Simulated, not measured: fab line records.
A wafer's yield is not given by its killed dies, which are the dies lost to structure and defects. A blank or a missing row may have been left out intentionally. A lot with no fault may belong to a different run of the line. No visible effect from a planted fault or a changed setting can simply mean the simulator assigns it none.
fab line records	flow berkeley-cmos170
record lots=14	wafers=42	last-day=12
route steps=331 shown PWELL@51 ACTIVE@73 GATE@143 PLDD@146
lots that met no fault: from a run of the same line without faults
start-h: hours from the record's first day to the start of the lot's first wafer shown	wait-h: hours from the lot's prior step to this one	" unchanged from the row above	L1.1+2: a row that stands for several wafers	- value missing, or start not given	* or withheld: withheld	< > ~ a bound
route shown NAME@n: NAME is a module with steps in the file, n the number in the route of the first one	usual: the fault-free wafers' mean and standard deviation	same: alike in all rows	chamber/n: place in a boat	sites: the reading at each site	_std_site: the values' standard deviation	_edge_site: mean of outer sites minus mean of inner sites	radius-mm: how far each site lies from the wafer's centre	mask NAME#n: copy n	behind: the last tool/chamber to shape the wafer	hold: what put the lot on hold/how long, in hours/how the hold closed	device: the n, p or np transistor that did not switch	end of line: tests of these same wafers at the route's end	a step given without rows: its recipe and nothing more	killed: not the wafer's yield, but the dies lost to structure and defects at the first sort	map: per-die view of a wafer (x killed, . not killed, _ where there is no die)
set.NAME: setting as actually run; set.NAME@STEP: the setting as run at that earlier step	model.NAME: the simulator's own value behind a step, which no gauge read
the route's steps for a sample of lots (tables are steps, rows are wafers)
services: when a tool's chamber went out of use (start-h, in hours from the record's first day, below 0 if earlier), for how many hours, and the reason
## steps
# step UCB170_PWELL_TW_MEAS_17
# usual PWELL_TW=381/4.4
lot.wafer	tool	chamber	start-h	wait-h	PWELL_TW
L522.2	film-metro-04	-	48.84	0.1	378
L522.3	"	-	"	"	379
L522.4	"	-	"	"	378
L523.1	film-metro-04	-	49.11	0.1	377
L523.2	"	-	"	"	377
L523.4	"	-	"	"	376
L524.2	film-metro-04	-	59.75	0.1	378
L524.5	"	-	"	"	377
L524.6	"	-	"	"	378
L527.3	film-metro-04	-	75.68	0.1	380
L527.5	"	-	"	"	377
L527.6	"	-	"	"	379
L526.1	film-metro-02	-	75.90	0.1	383
L526.3	"	-	"	"	385
L526.6	"	-	"	"	385
L528.3	film-metro-04	-	83.03	0.1	377
L528.5	"	-	"	"	377
L528.6	"	-	"	"	378
L529.1	film-metro-02	-	87.37	0.1	385
L529.3	"	-	"	"	385
L529.4	"	-	"	"	386
L533.1	film-metro-04	-	103.73	0.1	380
L533.4	"	-	"	"	379
L533.5	"	-	"	"	376
L534.4	film-metro-04	-	113.39	0.1	378
L534.5	"	-	"	"	380
L534.6	"	-	"	"	377
L540.4	film-metro-03	-	137.43	0.1	386
L540.5	"	-	"	"	391
L540.6	"	-	"	"	388
L539.1	film-metro-02	-	137.52	0.1	387
L539.2	"	-	"	"	386
L539.6	"	-	"	"	386
L542.3	film-metro-04	-	148.38	0.1	379
L542.5	"	-	"	"	379
L542.6	"	-	"	"	377
L543.3	film-metro-04	-	155.78	0.1	375
L543.4	"	-	"	"	376
L543.6	"	-	"	"	378
L545.2	film-metro-04	-	165.75	0.1	380
L545.5	"	-	"	"	378
L545.6	"	-	"	"	377
# step UCB170_ACTIVE_CD_MEAS_13
# recipe target-cd-nm=1200
# usual cd-nm=1199.4/1.4
lot.wafer	tool	chamber	start-h	wait-h	cd-nm
L523.1	cd-sem-01	-	75.69	-	1198.1
L523.2	"	-	"	"	1197.7
L523.4	"	-	"	"	1198.9
L522.2	cd-sem-02	-	75.86	-	1199.2
L522.3	"	-	"	"	1198.0
L522.4	"	-	"	"	1199.2
L524.2	cd-sem-02	-	91.25	-	1199.0
L524.5	"	-	"	"	1197.2
L524.6	"	-	"	"	1198.0
L527.3	cd-sem-02	-	107.06	-	1200.2
L527.5	"	-	"	"	1201.9
L527.6	"	-	"	"	1201.2
L526.1	cd-sem-01	-	107.11	-	1199.9
L526.3	"	-	"	"	1200.3
L526.6	"	-	"	"	1200.5
L529.1	cd-sem-01	-	115.33	-	1199.0
L529.3	"	-	"	"	1198.3
L529.4	"	-	"	"	1197.7
L528.3	cd-sem-01	-	115.61	-	1199.1
L528.5	"	-	"	"	1200.4
L528.6	"	-	"	"	1197.6
L533.1	cd-sem-02	-	129.72	-	1200.3
L533.4	"	-	"	"	1201.2
L533.5	"	-	"	"	1200.3
L534.4	cd-sem-02	-	146.55	-	1199.8
L534.5	"	-	"	"	1198.4
L534.6	"	-	"	"	1199.5
L540.4	cd-sem-02	-	162.06	-	1199.6
L540.5	"	-	"	"	1199.5
L540.6	"	-	"	"	1197.9
L539.1	cd-sem-01	-	162.55	-	1199.2
L539.2	"	-	"	"	1199.4
L539.6	"	-	"	"	1200.3
L542.3	cd-sem-02	-	175.23	-	1199.8
L542.5	"	-	"	"	1199.3
L542.6	"	-	"	"	1198.3
L543.3	cd-sem-01	-	181.96	-	1201.3
L543.4	"	-	"	"	1202.0
L543.6	"	-	"	"	1202.2
L545.2	cd-sem-02	-	190.65	-	1198.9
L545.5	"	-	"	"	1198.9
L545.6	"	-	"	"	1199.1
# step UCB170_GATE_CD_MEAS_90
# recipe target-cd-nm=350
# usual cd-nm=350.0/1.4
lot.wafer	tool	chamber	start-h	wait-h	cd-nm
L522.2	cd-sem-01	-	126.54	0.1	351.1
L522.3	"	-	"	"	350.3
L522.4	"	-	"	"	348.7
L523.1	cd-sem-02	-	126.76	0.1	349.9
L523.2	"	-	"	"	351.9
L523.4	"	-	"	"	348.4
L524.2	cd-sem-01	-	138.56	0.1	350.0
L524.5	"	-	"	"	349.9
L524.6	"	-	"	"	347.9
L526.1	cd-sem-02	-	151.42	0.1	349.5
L526.3	"	-	"	"	349.7
L526.6	"	-	"	"	352.3
L527.3	cd-sem-01	-	151.66	0.1	351.1
L527.5	"	-	"	"	352.1
L527.6	"	-	"	"	350.7
L528.3	cd-sem-01	-	159.01	0.1	349.8
L528.5	"	-	"	"	350.8
L528.6	"	-	"	"	349.8
L529.1	cd-sem-02	-	159.35	0.1	353.4
L529.3	"	-	"	"	351.4
L529.4	"	-	"	"	354.7
L533.1	cd-sem-01	-	179.41	0.1	349.1
L533.4	"	-	"	"	349.7
L533.5	"	-	"	"	349.9
L534.4	cd-sem-01	-	189.39	0.1	350.4
L534.5	"	-	"	"	350.7
L534.6	"	-	"	"	350.1
L539.1	cd-sem-01	-	211.59	0.1	349.1
L539.2	"	-	"	"	347.3
L539.6	"	-	"	"	347.1
L540.4	cd-sem-01	-	212.02	0.1	351.3
L540.5	"	-	"	"	350.7
L540.6	"	-	"	"	352.4
L542.3	cd-sem-02	-	217.13	0.1	351.0
L542.5	"	-	"	"	351.4
L542.6	"	-	"	"	351.4
L543.3	cd-sem-01	-	230.35	0.1	349.0
L543.4	"	-	"	"	348.5
L543.6	"	-	"	"	351.0
L545.2	cd-sem-02	-	236.72	0.3	349.1
L545.5	"	-	"	"	348.9
L545.6	"	-	"	"	349.5
# step UCB170_PLDD_COAT_01
# recipe resist=KrF	spin-rpm=1500	resist-thk-nm=900
lot.wafer	tool	chamber	start-h	wait-h
L522.2+3+4	litho-track-01	0	127.31	0.1
L523.1+2+4	litho-track-03	0	127.87	0.1
L524.2+5+6	litho-track-04	0	139.02	0.1
L526.1+3+6	litho-track-04	0	151.92	0.1
L527.3+5+6	litho-track-01	0	152.16	0.1
L529.1+3+4	litho-track-01	0	160.55	0.1
L528.3+5+6	litho-track-04	0	160.56	0.1
L533.1+4+5	litho-track-04	0	180.11	0.1
L534.4+5+6	litho-track-04	0	189.85	0.1
L539.1+2+6	litho-track-01	0	212.04	0.1
L540.4+5+6	litho-track-01	0	212.59	0.1
L542.3+5+6	litho-track-01	0	217.60	0.1
L543.3+4+6	litho-track-01	0	230.84	0.1
L545.2+5+6	litho-track-01	0	237.17	0.1
# step UCB170_PLDD_CD_MEAS_06
# recipe target-cd-nm=1200
# usual cd-nm=1200.2/1.3
lot.wafer	tool	chamber	start-h	wait-h	cd-nm
L522.2	cd-sem-02	-	128.46	-	1200.7
L522.3	"	-	"	"	1201.3
L522.4	"	-	"	"	1200.4
L523.1	cd-sem-02	-	128.99	-	1198.6
L523.2	"	-	"	"	1199.2
L523.4	"	-	"	"	1198.5
L524.2	cd-sem-02	-	139.78	-	1199.2
L524.5	"	-	"	"	1199.0
L524.6	"	-	"	"	1197.9
L526.1	cd-sem-01	-	152.96	-	1199.3
L526.3	"	-	"	"	1199.0
L526.6	"	-	"	"	1200.8
L527.3	cd-sem-02	-	153.22	-	1200.6
L527.5	"	-	"	"	1200.8
L527.6	"	-	"	"	1198.6
L528.3	cd-sem-01	-	161.62	-	1201.9
L528.5	"	-	"	"	1202.1
L528.6	"	-	"	"	1201.7
L529.1	cd-sem-01	-	161.81	-	1199.2
L529.3	"	-	"	"	1199.0
L529.4	"	-	"	"	1200.4
L533.1	cd-sem-02	-	181.41	-	1210.3
L533.4	"	-	"	"	1212.0
L533.5	"	-	"	"	1211.1
L534.4	cd-sem-01	-	190.80	-	1210.9
L534.5	"	-	"	"	1212.1
L534.6	"	-	"	"	1211.1
L539.1	cd-sem-02	-	213.09	-	1198.9
L539.2	"	-	"	"	1198.4
L539.6	"	-	"	"	1198.0
L540.4	cd-sem-01	-	213.70	-	1198.3
L540.5	"	-	"	"	1197.8
L540.6	"	-	"	"	1198.6
L542.3	cd-sem-01	-	218.41	-	1200.1
L542.5	"	-	"	"	1198.7
L542.6	"	-	"	"	1200.3
L543.3	cd-sem-01	-	231.99	-	1199.7
L543.4	"	-	"	"	1202.3
L543.6	"	-	"	"	1201.1
L545.2	cd-sem-02	-	237.99	-	1201.8
L545.5	"	-	"	"	1199.3
L545.6	"	-	"	"	1201.4
# step UCB170_PLDD_STRIP_10
# recipe chemistry=O2	power-w=400	pressure-mtorr=3500	platen-temp-c=withheld	o2-flow-sccm=400	overash-fraction=0.5
# usual drypump-motor-current-A=5.99/0.29	oes-product-au=0.735/0.0044	strip-time-to-endpoint-s=21.64/0.063
lot.wafer	tool	chamber	start-h	wait-h	drypump-motor-current-A	oes-product-au	rf-hours-counter-h	strip-time-to-endpoint-s
L522.2	plasma-asher-04	0	128.90	0.1	5.69	0.737	42	21.64
L522.3	"	0	"	"	5.69	0.727	-	21.64
L522.4	"	1	"	"	6.35	0.734	-	21.70
L523.1	plasma-asher-02	0	129.47	0.1	5.78	0.733	1	21.59
L523.2	"	1	"	"	6.24	0.734	1	21.57
L523.4	"	1	"	"	6.28	0.731	-	21.60
L524.2	plasma-asher-04	0	140.22	0.1	5.67	0.738	43	21.72
L524.5	"	0	"	"	5.69	0.740	-	21.72
L524.6	"	1	"	"	6.36	0.742	-	21.64
L526.1	plasma-asher-04	1	153.41	0.1	6.32	0.732	45	21.62
L526.3	"	0	"	"	5.69	0.738	-	21.57
L526.6	"	1	"	"	6.33	0.731	-	21.61
L527.3	plasma-asher-01	0	153.67	0.1	5.68	0.727	-	21.62
L527.5	"	1	"	"	6.15	0.734	-	21.57
L527.6	"	0	"	"	5.66	0.732	-	21.56
L528.3	plasma-asher-01	0	162.07	0.1	5.66	0.736	-	21.54
L528.5	"	0	"	"	5.65	0.724	-	21.59
L528.6	"	1	"	"	6.17	0.730	-	21.56
L529.1	plasma-asher-02	0	162.27	0.1	5.78	0.734	5	21.67
L529.3	"	1	"	"	6.21	0.734	-	21.68
L529.4	"	0	"	"	5.77	0.733	-	21.71
L533.1	plasma-asher-01	0	181.86	0.1	5.67	0.741	43	16.73
L533.4	"	1	"	"	6.18	0.741	-	16.70
L533.5	"	0	"	"	5.66	0.731	-	16.70
L534.4	plasma-asher-04	0	191.23	0.1	5.68	0.743	-	16.70
L534.5	"	0	"	"	5.70	0.731	-	16.66
L534.6	"	1	"	"	6.36	0.730	-	16.71
L539.1	plasma-asher-04	0	213.54	0.1	5.67	0.734	51	21.69
L539.2	"	1	"	"	6.35	0.736	51	21.62
L539.6	"	1	"	"	6.35	0.728	-	21.68
L540.4	plasma-asher-04	0	214.13	0.1	5.66	0.732	-	21.58
L540.5	"	1	"	"	6.35	0.742	-	21.66
L540.6	"	0	"	"	5.70	0.736	-	21.59
L542.3	plasma-asher-01	0	218.86	0.1	5.68	0.729	-	21.67
L542.5	"	1	"	"	6.16	0.734	-	21.62
L542.6	"	0	"	"	5.68	0.739	-	21.66
L543.3	plasma-asher-02	1	232.44	0.1	6.26	0.735	-	21.81
L543.4	"	0	"	"	5.75	0.734	-	21.72
L543.6	"	0	"	"	5.78	0.731	-	21.73
L545.2	plasma-asher-04	1	238.42	0.1	6.37	0.746	54	21.59
L545.5	"	1	"	"	6.37	0.737	-	21.57
L545.6	"	0	"	"	5.66	0.733	-	21.53
## services
tool	chamber	start-h	hours	kind
plasma-asher-02	-	108.85	9.0	pm
plasma-asher-02	0	108.85	9.0	vent-cycle
plasma-asher-02	1	108.85	9.0	vent-cycle
plasma-asher-02	-	117.85	2.8	pm
plasma-asher-02	0	117.85	-	clean
plasma-asher-02	1	117.85	-	clean
## key
first-sign step=UCB170_PLDD_CD_MEAS_06	reading=cd-nm	direction=up	sigmas=8.4	usual=1200.2	struck=1211.3	through=control-loop
effect step=UCB170_PLDD_STRIP_10	reading=strip-time-to-endpoint-s	direction=down	sigmas=78	usual=*	struck=*	through=*
met-at UCB170_PLDD_COAT_01
struck-lots L533,L534
tester-left-out L533,L534
loop-trim step=UCB170_PLDD_EXPOSE_03	setting=dose	lots=L534
not-acting-at UCB170_PWELL_TW_MEAS_17,UCB170_ACTIVE_CD_MEAS_13,UCB170_GATE_CD_MEAS_90
onset-between 160.56 180.11
fault kind=process-parameter-drift	tool=litho-track-04	chamber=-	onset-h=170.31	steps=UCB170_PLDD_COAT_01	channel=resist-thk-nm	offset=*	shape=step	end-h=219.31	acts-in=*	stated=*
# tester-left-out: of these lots the tester's yield and bins aren't shown, on N5 and GAA mostly nor the transistor test; their killed dies are dies lost to structure and defects alone, not to doping, threshold or leakage, so they don't give the yield
# loop-trim: a control loop set the setting to another value than it would have without faults
